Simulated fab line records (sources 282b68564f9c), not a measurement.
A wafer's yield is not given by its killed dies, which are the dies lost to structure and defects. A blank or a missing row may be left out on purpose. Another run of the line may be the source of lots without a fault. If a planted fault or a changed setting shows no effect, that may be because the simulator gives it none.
fab line records / flow rit_cmos
[record] lots = 14 wafers = 42 last_day = 7
route steps=202 shown NWELL@36
lots untouched by any fault: they come from a run of this same line in which no faults occurred
start_h: start of the lot's first displayed wafer, in hours after the record's first day / wait_h: how many hours have passed since the lot's step before this one / " repeats the value in the row above / L1.1+2: one row covering several wafers at once / - no value present, or no start provided / * or withheld: withheld / < > ~ a bound
route shown NAME@n: NAME is a module with steps in the file, n the number in the route of the first one / usual: mean and standard deviation over wafers with no fault / same: alike in all rows / chamber/n: place in a boat / sites: per-site readings / _std_site: the standard deviation of these / _edge_site: inner sites' mean taken away from outer sites' mean / radius_mm: for every site, how far away it sits from the centre of the wafer / mask NAME#n: copy n / behind: the last tool/chamber to shape the wafer / hold: why the lot went on hold/how many hours it stayed there/how the hold came to an end / device: the transistor (n, p or np) that didn't switch / end of line: tests run on the same wafers once the route is complete / step lacking rows: just its recipe / killed: not the wafer's yield, but the dies lost to structure and defects at the first sort / map: shows each die of a wafer: x if killed, . if not, _ if none is there
set.NAME: the setting the step ran with; set.NAME@STEP: the setting that earlier step ran with / model.NAME: the simulator's own value behind a step, which no gauge read
route steps across a sampled set of lots; one table per step, one row per wafer
services: the hour from which a tool's chamber was out of use, counted from the record's first day as start_h (under 0 if before that day), plus the number of hours and why
[[steps]]
[step RIT_NWELL_IMPLANT_08]
[recipe] species = P energy_kev = 170 dose_cm2 = 4.926e+13 tilt_deg = 7
[usual] beam_on_s = 9.99/0.21 end_station_pressure_torr = 5.08e-06/2.8e-07 faraday_current_uA = 156/3.3
lot.wafer=L996.3 tool=implanter-01 chamber=0 start_h=26.89 wait_h=0.2 beam_on_s=10.09 end_station_pressure_torr=5.45e-06 faraday_current_uA=155
lot.wafer=L996.5 tool=implanter-01 chamber=0 start_h=26.89 wait_h=0.2 beam_on_s=10.05 end_station_pressure_torr=5.04e-06 faraday_current_uA=155
lot.wafer=L996.6 tool=implanter-01 chamber=0 start_h=26.89 wait_h=0.2 beam_on_s=10.19 end_station_pressure_torr=5.09e-06 faraday_current_uA=154
lot.wafer=L997.1 tool=implanter-01 chamber=0 start_h=31.08 wait_h=0.2 beam_on_s=10.18 end_station_pressure_torr=5.61e-06 faraday_current_uA=154
lot.wafer=L997.4 tool=implanter-01 chamber=0 start_h=31.08 wait_h=0.2 beam_on_s=9.79 end_station_pressure_torr=5.25e-06 faraday_current_uA=160
lot.wafer=L997.6 tool=implanter-01 chamber=0 start_h=31.08 wait_h=0.2 beam_on_s=10.06 end_station_pressure_torr=5.14e-06 faraday_current_uA=156
lot.wafer=L998.1 tool=implanter-04 chamber=0 start_h=35.82 wait_h=0.2 beam_on_s=10.21 end_station_pressure_torr=5.15e-06 faraday_current_uA=154
lot.wafer=L998.5 tool=implanter-04 chamber=0 start_h=35.82 wait_h=0.2 beam_on_s=9.75 end_station_pressure_torr=5.12e-06 faraday_current_uA=160
lot.wafer=L998.6 tool=implanter-04 chamber=0 start_h=35.82 wait_h=0.2 beam_on_s=10.09 end_station_pressure_torr=5.03e-06 faraday_current_uA=155
lot.wafer=L999.4 tool=implanter-04 chamber=0 start_h=40.65 wait_h=0.2 beam_on_s=10.20 end_station_pressure_torr=5.45e-06 faraday_current_uA=154
lot.wafer=L999.5 tool=implanter-04 chamber=0 start_h=40.65 wait_h=0.2 beam_on_s=9.84 end_station_pressure_torr=5.1e-06 faraday_current_uA=158
lot.wafer=L999.6 tool=implanter-04 chamber=0 start_h=40.65 wait_h=0.2 beam_on_s=9.73 end_station_pressure_torr=4.62e-06 faraday_current_uA=161
lot.wafer=L100.1 tool=implanter-02 chamber=0 start_h=45.59 wait_h=0.2 beam_on_s=9.92 end_station_pressure_torr=5.3e-06 faraday_current_uA=158
lot.wafer=L100.2 tool=implanter-02 chamber=0 start_h=45.59 wait_h=0.2 beam_on_s=10.13 end_station_pressure_torr=4.92e-06 faraday_current_uA=155
lot.wafer=L100.4 tool=implanter-02 chamber=0 start_h=45.59 wait_h=0.2 beam_on_s=10.05 end_station_pressure_torr=5.38e-06 faraday_current_uA=155
lot.wafer=L103.2 tool=implanter-01 chamber=0 start_h=61.10 wait_h=0.2 beam_on_s=9.73 end_station_pressure_torr=5.1e-06 faraday_current_uA=161
lot.wafer=L103.4 tool=implanter-01 chamber=0 start_h=61.10 wait_h=0.2 beam_on_s=9.89 end_station_pressure_torr=5.07e-06 faraday_current_uA=157
lot.wafer=L103.6 tool=implanter-01 chamber=0 start_h=61.10 wait_h=0.2 beam_on_s=10.07 end_station_pressure_torr=4.9e-06 faraday_current_uA=155
lot.wafer=L107.2 tool=implanter-04 chamber=0 start_h=80.68 wait_h=0.2 beam_on_s=7.75 end_station_pressure_torr=5.49e-06 faraday_current_uA=201
lot.wafer=L107.4 tool=implanter-04 chamber=0 start_h=80.68 wait_h=0.2 beam_on_s=8.11 end_station_pressure_torr=5.04e-06 faraday_current_uA=192
lot.wafer=L107.5 tool=implanter-04 chamber=0 start_h=80.68 wait_h=0.2 beam_on_s=8.22 end_station_pressure_torr=5.48e-06 faraday_current_uA=190
lot.wafer=L108.1 tool=implanter-04 chamber=0 start_h=85.62 wait_h=0.2 beam_on_s=7.99 end_station_pressure_torr=5.19e-06 faraday_current_uA=196
lot.wafer=L108.5 tool=implanter-04 chamber=0 start_h=85.62 wait_h=0.2 beam_on_s=7.88 end_station_pressure_torr=4.88e-06 faraday_current_uA=197
lot.wafer=L108.6 tool=implanter-04 chamber=0 start_h=85.62 wait_h=0.2 beam_on_s=8.06 end_station_pressure_torr=5.23e-06 faraday_current_uA=194
lot.wafer=L112.3 tool=implanter-01 chamber=0 start_h=107.35 wait_h=0.2 beam_on_s=9.83 end_station_pressure_torr=4.73e-06 faraday_current_uA=159
lot.wafer=L112.4 tool=implanter-01 chamber=0 start_h=107.35 wait_h=0.2 beam_on_s=9.98 end_station_pressure_torr=5.28e-06 faraday_current_uA=157
lot.wafer=L112.6 tool=implanter-01 chamber=0 start_h=107.35 wait_h=0.2 beam_on_s=9.96 end_station_pressure_torr=5.15e-06 faraday_current_uA=157
lot.wafer=L113.4 tool=implanter-01 chamber=0 start_h=111.47 wait_h=0.2 beam_on_s=10.36 end_station_pressure_torr=4.83e-06 faraday_current_uA=150
lot.wafer=L113.5 tool=implanter-01 chamber=0 start_h=111.47 wait_h=0.2 beam_on_s=10.05 end_station_pressure_torr=4.73e-06 faraday_current_uA=155
lot.wafer=L113.6 tool=implanter-01 chamber=0 start_h=111.47 wait_h=0.2 beam_on_s=10.24 end_station_pressure_torr=4.9e-06 faraday_current_uA=152
lot.wafer=L114.3 tool=implanter-01 chamber=0 start_h=115.48 wait_h=0.2 beam_on_s=9.74 end_station_pressure_torr=4.99e-06 faraday_current_uA=159
lot.wafer=L114.5 tool=implanter-01 chamber=0 start_h=115.48 wait_h=0.2 beam_on_s=9.65 end_station_pressure_torr=5.39e-06 faraday_current_uA=161
lot.wafer=L114.6 tool=implanter-01 chamber=0 start_h=115.48 wait_h=0.2 beam_on_s=9.95 end_station_pressure_torr=5.24e-06 faraday_current_uA=157
lot.wafer=L115.1 tool=implanter-01 chamber=0 start_h=120.62 wait_h=0.2 beam_on_s=9.93 end_station_pressure_torr=5.27e-06 faraday_current_uA=157
lot.wafer=L115.2 tool=implanter-01 chamber=0 start_h=120.62 wait_h=0.2 beam_on_s=9.91 end_station_pressure_torr=4.9e-06 faraday_current_uA=157
lot.wafer=L115.6 tool=implanter-01 chamber=0 start_h=120.62 wait_h=0.2 beam_on_s=10.31 end_station_pressure_torr=5.28e-06 faraday_current_uA=152
lot.wafer=L117.1 tool=implanter-02 chamber=0 start_h=132.01 wait_h=0.2 beam_on_s=10.22 end_station_pressure_torr=4.99e-06 faraday_current_uA=153
lot.wafer=L117.4 tool=implanter-02 chamber=0 start_h=132.01 wait_h=0.2 beam_on_s=10.16 end_station_pressure_torr=5.21e-06 faraday_current_uA=153
lot.wafer=L117.6 tool=implanter-02 chamber=0 start_h=132.01 wait_h=0.2 beam_on_s=9.58 end_station_pressure_torr=4.77e-06 faraday_current_uA=162
lot.wafer=L118.3 tool=implanter-02 chamber=0 start_h=137.25 wait_h=0.2 beam_on_s=10.27 end_station_pressure_torr=5.25e-06 faraday_current_uA=152
lot.wafer=L118.4 tool=implanter-02 chamber=0 start_h=137.25 wait_h=0.2 beam_on_s=9.82 end_station_pressure_torr=5.15e-06 faraday_current_uA=159
lot.wafer=L118.6 tool=implanter-02 chamber=0 start_h=137.25 wait_h=0.2 beam_on_s=9.79 end_station_pressure_torr=5.28e-06 faraday_current_uA=159
[step RIT_NWELL_TW_MEAS_10]
[usual] NWELL_TW = 2158/11
lot.wafer=L996.3 tool=film_metro-03 chamber=- start_h=27.19 wait_h=0.1 hold=- NWELL_TW=2172
lot.wafer=L996.5 tool=film_metro-03 chamber=- start_h=27.19 wait_h=0.1 hold=- NWELL_TW=2153
lot.wafer=L996.6 tool=film_metro-03 chamber=- start_h=27.19 wait_h=0.1 hold=- NWELL_TW=2166
lot.wafer=L997.1 tool=film_metro-03 chamber=- start_h=31.40 wait_h=0.1 hold=- NWELL_TW=2165
lot.wafer=L997.4 tool=film_metro-03 chamber=- start_h=31.40 wait_h=0.1 hold=- NWELL_TW=2169
lot.wafer=L997.6 tool=film_metro-03 chamber=- start_h=31.40 wait_h=0.1 hold=- NWELL_TW=2153
lot.wafer=L998.1 tool=film_metro-03 chamber=- start_h=36.14 wait_h=0.1 hold=- NWELL_TW=2164
lot.wafer=L998.5 tool=film_metro-03 chamber=- start_h=36.14 wait_h=0.1 hold=- NWELL_TW=2172
lot.wafer=L998.6 tool=film_metro-03 chamber=- start_h=36.14 wait_h=0.1 hold=- NWELL_TW=2160
lot.wafer=L999.4 tool=film_metro-03 chamber=- start_h=40.93 wait_h=0.1 hold=- NWELL_TW=2152
lot.wafer=L999.5 tool=film_metro-03 chamber=- start_h=40.93 wait_h=0.1 hold=- NWELL_TW=2164
lot.wafer=L999.6 tool=film_metro-03 chamber=- start_h=40.93 wait_h=0.1 hold=- NWELL_TW=2166
lot.wafer=L100.1 tool=film_metro-01 chamber=- start_h=45.92 wait_h=0.1 hold=- NWELL_TW=2163
lot.wafer=L100.2 tool=film_metro-01 chamber=- start_h=45.92 wait_h=0.1 hold=- NWELL_TW=2160
lot.wafer=L100.4 tool=film_metro-01 chamber=- start_h=45.92 wait_h=0.1 hold=- NWELL_TW=2149
lot.wafer=L103.2 tool=film_metro-03 chamber=- start_h=61.41 wait_h=0.1 hold=- NWELL_TW=2171
lot.wafer=L103.4 tool=film_metro-03 chamber=- start_h=61.41 wait_h=0.1 hold=- NWELL_TW=2156
lot.wafer=L103.6 tool=film_metro-03 chamber=- start_h=61.41 wait_h=0.1 hold=- NWELL_TW=2160
lot.wafer=L107.2 tool=film_metro-03 chamber=- start_h=80.99 wait_h=0.1 hold=await_dispo/0.2h/release NWELL_TW=1995
lot.wafer=L107.4 tool=film_metro-03 chamber=- start_h=80.99 wait_h=0.1 hold=await_dispo/0.2h/release NWELL_TW=2009
lot.wafer=L107.5 tool=film_metro-03 chamber=- start_h=80.99 wait_h=0.1 hold=await_dispo/0.2h/release NWELL_TW=1993
lot.wafer=L107.2 tool=film_metro-03 chamber=- start_h=81.22 wait_h=0.2 hold=- NWELL_TW=2000
lot.wafer=L107.4 tool=film_metro-03 chamber=- start_h=81.22 wait_h=0.2 hold=- NWELL_TW=1993
lot.wafer=L107.5 tool=film_metro-03 chamber=- start_h=81.22 wait_h=0.2 hold=- NWELL_TW=1992
lot.wafer=L108.1 tool=film_metro-01 chamber=- start_h=85.95 wait_h=0.1 hold=await_dispo/0.2h/release NWELL_TW=2028
lot.wafer=L108.5 tool=film_metro-01 chamber=- start_h=85.95 wait_h=0.1 hold=await_dispo/0.2h/release NWELL_TW=2019
lot.wafer=L108.6 tool=film_metro-01 chamber=- start_h=85.95 wait_h=0.1 hold=await_dispo/0.2h/release NWELL_TW=2020
lot.wafer=L108.1 tool=film_metro-01 chamber=- start_h=86.17 wait_h=0.2 hold=- NWELL_TW=2012
lot.wafer=L108.5 tool=film_metro-01 chamber=- start_h=86.17 wait_h=0.2 hold=- NWELL_TW=2019
lot.wafer=L108.6 tool=film_metro-01 chamber=- start_h=86.17 wait_h=0.2 hold=- NWELL_TW=2025
lot.wafer=L112.3 tool=film_metro-03 chamber=- start_h=107.65 wait_h=0.1 hold=- NWELL_TW=2162
lot.wafer=L112.4 tool=film_metro-03 chamber=- start_h=107.65 wait_h=0.1 hold=- NWELL_TW=2148
lot.wafer=L112.6 tool=film_metro-03 chamber=- start_h=107.65 wait_h=0.1 hold=- NWELL_TW=2153
lot.wafer=L113.4 tool=film_metro-01 chamber=- start_h=111.75 wait_h=0.1 hold=- NWELL_TW=2172
lot.wafer=L113.5 tool=film_metro-01 chamber=- start_h=111.75 wait_h=0.1 hold=- NWELL_TW=2158
lot.wafer=L113.6 tool=film_metro-01 chamber=- start_h=111.75 wait_h=0.1 hold=- NWELL_TW=2160
lot.wafer=L114.3 tool=film_metro-01 chamber=- start_h=115.77 wait_h=0.1 hold=- NWELL_TW=2158
lot.wafer=L114.5 tool=film_metro-01 chamber=- start_h=115.77 wait_h=0.1 hold=- NWELL_TW=2158
lot.wafer=L114.6 tool=film_metro-01 chamber=- start_h=115.77 wait_h=0.1 hold=- NWELL_TW=2156
lot.wafer=L115.1 tool=film_metro-04 chamber=- start_h=120.94 wait_h=0.1 hold=- NWELL_TW=2173
lot.wafer=L115.2 tool=film_metro-04 chamber=- start_h=120.94 wait_h=0.1 hold=- NWELL_TW=2160
lot.wafer=L115.6 tool=film_metro-04 chamber=- start_h=120.94 wait_h=0.1 hold=- NWELL_TW=2152
lot.wafer=L117.1 tool=film_metro-01 chamber=- start_h=132.33 wait_h=0.1 hold=- NWELL_TW=2153
lot.wafer=L117.4 tool=film_metro-01 chamber=- start_h=132.33 wait_h=0.1 hold=- NWELL_TW=2157
lot.wafer=L117.6 tool=film_metro-01 chamber=- start_h=132.33 wait_h=0.1 hold=- NWELL_TW=2171
lot.wafer=L118.3 tool=film_metro-01 chamber=- start_h=137.55 wait_h=0.1 hold=- NWELL_TW=2162
lot.wafer=L118.4 tool=film_metro-01 chamber=- start_h=137.55 wait_h=0.1 hold=- NWELL_TW=2166
lot.wafer=L118.6 tool=film_metro-01 chamber=- start_h=137.55 wait_h=0.1 hold=- NWELL_TW=2159
[step RIT_WELLDRIVE_RS_MEAS_01]
[recipe] thk_meas_gauge = four-point-probe
[usual] NWELL_RS = 278.1/0.75
lot.wafer=L996.3 tool=film_metro-01 chamber=- start_h=33.90 wait_h=0.0 hold=- NWELL_RS[ohm/sq]=277.5
lot.wafer=L996.5 tool=film_metro-01 chamber=- start_h=33.90 wait_h=0.0 hold=- NWELL_RS[ohm/sq]=278.4
lot.wafer=L996.6 tool=film_metro-01 chamber=- start_h=33.90 wait_h=0.0 hold=- NWELL_RS[ohm/sq]=278.4
lot.wafer=L997.1 tool=film_metro-01 chamber=- start_h=38.53 wait_h=0.0 hold=- NWELL_RS[ohm/sq]=277.3
lot.wafer=L997.4 tool=film_metro-01 chamber=- start_h=38.53 wait_h=0.0 hold=- NWELL_RS[ohm/sq]=278.0
lot.wafer=L997.6 tool=film_metro-01 chamber=- start_h=38.53 wait_h=0.0 hold=- NWELL_RS[ohm/sq]=277.5
lot.wafer=L998.1 tool=film_metro-01 chamber=- start_h=43.56 wait_h=0.0 hold=- NWELL_RS[ohm/sq]=277.6
lot.wafer=L998.5 tool=film_metro-01 chamber=- start_h=43.56 wait_h=0.0 hold=- NWELL_RS[ohm/sq]=277.8
lot.wafer=L998.6 tool=film_metro-01 chamber=- start_h=43.56 wait_h=0.0 hold=- NWELL_RS[ohm/sq]=277.6
lot.wafer=L999.4 tool=film_metro-01 chamber=- start_h=47.65 wait_h=0.1 hold=- NWELL_RS[ohm/sq]=277.6
lot.wafer=L999.5 tool=film_metro-01 chamber=- start_h=47.65 wait_h=0.1 hold=- NWELL_RS[ohm/sq]=277.8
lot.wafer=L999.6 tool=film_metro-01 chamber=- start_h=47.65 wait_h=0.1 hold=- NWELL_RS[ohm/sq]=278.1
lot.wafer=L100.1 tool=film_metro-03 chamber=- start_h=52.74 wait_h=0.0 hold=- NWELL_RS[ohm/sq]=277.3
lot.wafer=L100.2 tool=film_metro-03 chamber=- start_h=52.74 wait_h=0.0 hold=- NWELL_RS[ohm/sq]=277.4
lot.wafer=L100.4 tool=film_metro-03 chamber=- start_h=52.74 wait_h=0.0 hold=- NWELL_RS[ohm/sq]=276.4
lot.wafer=L103.2 tool=film_metro-01 chamber=- start_h=68.24 wait_h=0.0 hold=- NWELL_RS[ohm/sq]=279.1
lot.wafer=L103.4 tool=film_metro-01 chamber=- start_h=68.24 wait_h=0.0 hold=- NWELL_RS[ohm/sq]=278.9
lot.wafer=L103.6 tool=film_metro-01 chamber=- start_h=68.24 wait_h=0.0 hold=- NWELL_RS[ohm/sq]=279.2
lot.wafer=L107.2 tool=film_metro-04 chamber=- start_h=92.16 wait_h=0.0 hold=await_dispo/0.2h/release NWELL_RS[ohm/sq]=320.2
lot.wafer=L107.4 tool=film_metro-04 chamber=- start_h=92.16 wait_h=0.0 hold=await_dispo/0.2h/release NWELL_RS[ohm/sq]=319.1
lot.wafer=L107.5 tool=film_metro-04 chamber=- start_h=92.16 wait_h=0.0 hold=await_dispo/0.2h/release NWELL_RS[ohm/sq]=320.7
lot.wafer=L107.2 tool=film_metro-04 chamber=- start_h=92.56 wait_h=0.4 hold=- NWELL_RS[ohm/sq]=319.3
lot.wafer=L107.4 tool=film_metro-04 chamber=- start_h=92.56 wait_h=0.4 hold=- NWELL_RS[ohm/sq]=319.1
lot.wafer=L107.5 tool=film_metro-04 chamber=- start_h=92.56 wait_h=0.4 hold=- NWELL_RS[ohm/sq]=320.4
lot.wafer=L108.1 tool=film_metro-04 chamber=- start_h=96.33 wait_h=0.1 hold=await_dispo/0.2h/release NWELL_RS[ohm/sq]=318.3
lot.wafer=L108.5 tool=film_metro-04 chamber=- start_h=96.33 wait_h=0.1 hold=await_dispo/0.2h/release NWELL_RS[ohm/sq]=317.5
lot.wafer=L108.6 tool=film_metro-04 chamber=- start_h=96.33 wait_h=0.1 hold=await_dispo/0.2h/release NWELL_RS[ohm/sq]=318.6
lot.wafer=L108.1 tool=film_metro-04 chamber=- start_h=96.75 wait_h=0.4 hold=- NWELL_RS[ohm/sq]=317.8
lot.wafer=L108.5 tool=film_metro-04 chamber=- start_h=96.75 wait_h=0.4 hold=- NWELL_RS[ohm/sq]=317.6
lot.wafer=L108.6 tool=film_metro-04 chamber=- start_h=96.75 wait_h=0.4 hold=- NWELL_RS[ohm/sq]=317.9
lot.wafer=L112.3 tool=film_metro-03 chamber=- start_h=114.49 wait_h=0.0 hold=- NWELL_RS[ohm/sq]=278.7
lot.wafer=L112.4 tool=film_metro-03 chamber=- start_h=114.49 wait_h=0.0 hold=- NWELL_RS[ohm/sq]=278.9
lot.wafer=L112.6 tool=film_metro-03 chamber=- start_h=114.49 wait_h=0.0 hold=- NWELL_RS[ohm/sq]=278.8
lot.wafer=L113.4 tool=film_metro-04 chamber=- start_h=119.37 wait_h=0.1 hold=- NWELL_RS[ohm/sq]=277.5
lot.wafer=L113.5 tool=film_metro-04 chamber=- start_h=119.37 wait_h=0.1 hold=- NWELL_RS[ohm/sq]=278.7
lot.wafer=L113.6 tool=film_metro-04 chamber=- start_h=119.37 wait_h=0.1 hold=- NWELL_RS[ohm/sq]=278.4
lot.wafer=L114.3 tool=film_metro-03 chamber=- start_h=123.44 wait_h=0.0 hold=- NWELL_RS[ohm/sq]=278.6
lot.wafer=L114.5 tool=film_metro-03 chamber=- start_h=123.44 wait_h=0.0 hold=- NWELL_RS[ohm/sq]=278.6
lot.wafer=L114.6 tool=film_metro-03 chamber=- start_h=123.44 wait_h=0.0 hold=- NWELL_RS[ohm/sq]=278.2
lot.wafer=L115.1 tool=film_metro-01 chamber=- start_h=127.80 wait_h=0.0 hold=- NWELL_RS[ohm/sq]=277.9
lot.wafer=L115.2 tool=film_metro-01 chamber=- start_h=127.80 wait_h=0.0 hold=- NWELL_RS[ohm/sq]=278.2
lot.wafer=L115.6 tool=film_metro-01 chamber=- start_h=127.80 wait_h=0.0 hold=- NWELL_RS[ohm/sq]=278.3
lot.wafer=L117.1 tool=film_metro-01 chamber=- start_h=139.03 wait_h=0.0 hold=- NWELL_RS[ohm/sq]=278.3
lot.wafer=L117.4 tool=film_metro-01 chamber=- start_h=139.03 wait_h=0.0 hold=- NWELL_RS[ohm/sq]=279.9
lot.wafer=L117.6 tool=film_metro-01 chamber=- start_h=139.03 wait_h=0.0 hold=- NWELL_RS[ohm/sq]=279.5
lot.wafer=L118.3 tool=film_metro-01 chamber=- start_h=144.26 wait_h=0.0 hold=- NWELL_RS[ohm/sq]=277.9
lot.wafer=L118.4 tool=film_metro-01 chamber=- start_h=144.26 wait_h=0.0 hold=- NWELL_RS[ohm/sq]=278.2
lot.wafer=L118.6 tool=film_metro-01 chamber=- start_h=144.26 wait_h=0.0 hold=- NWELL_RS[ohm/sq]=278.3
[[services]]
tool=implanter-02 chamber=- start_h=17.30 hours=0.5 kind=repair
tool=implanter-02 chamber=- start_h=58.08 hours=7.7 kind=repair
tool=implanter-01 chamber=- start_h=77.66 hours=3.2 kind=repair
tool=implanter-04 chamber=- start_h=91.54 hours=2.0 kind=repair
tool=implanter-01 chamber=- start_h=92.37 hours=6.4 kind=repair
tool=implanter-01 chamber=- start_h=132.05 hours=5.8 kind=repair
[[key]]
[first_sign] step = RIT_NWELL_IMPLANT_08 reading = faraday_current_uA direction = up sigmas = 12 usual = 156 struck = 195
[effect] step = RIT_NWELL_IMPLANT_08 reading = beam_on_s direction = down sigmas = 9.3 usual = 9.99 struck = 8.00
[effect] step = RIT_NWELL_TW_MEAS_10 reading = visit direction = added
[effect] step = RIT_NWELL_TW_MEAS_10 reading = NWELL_TW direction = down sigmas = 14 usual = 2158 struck = 2011
[effect] step = RIT_WELLDRIVE_RS_MEAS_01 reading = visit direction = added
[effect] step = RIT_WELLDRIVE_RS_MEAS_01 reading = NWELL_RS direction = up sigmas = 54 usual = 278.1 struck = 319.1
met_at RIT_NWELL_IMPLANT_08
struck_lots L107,L108
scrapped_behind RIT_WELLDRIVE_RS_MEAS_01 L107.2,L107.4,L107.5,L108.1,L108.5,L108.6
onset_between 40.65 80.68
[fault] kind = process_parameter_drift tool = implanter-04 chamber = - onset_h = 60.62 steps = RIT_NWELL_IMPLANT_08 channel = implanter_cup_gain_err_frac offset = 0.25 shape = step end_h = 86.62
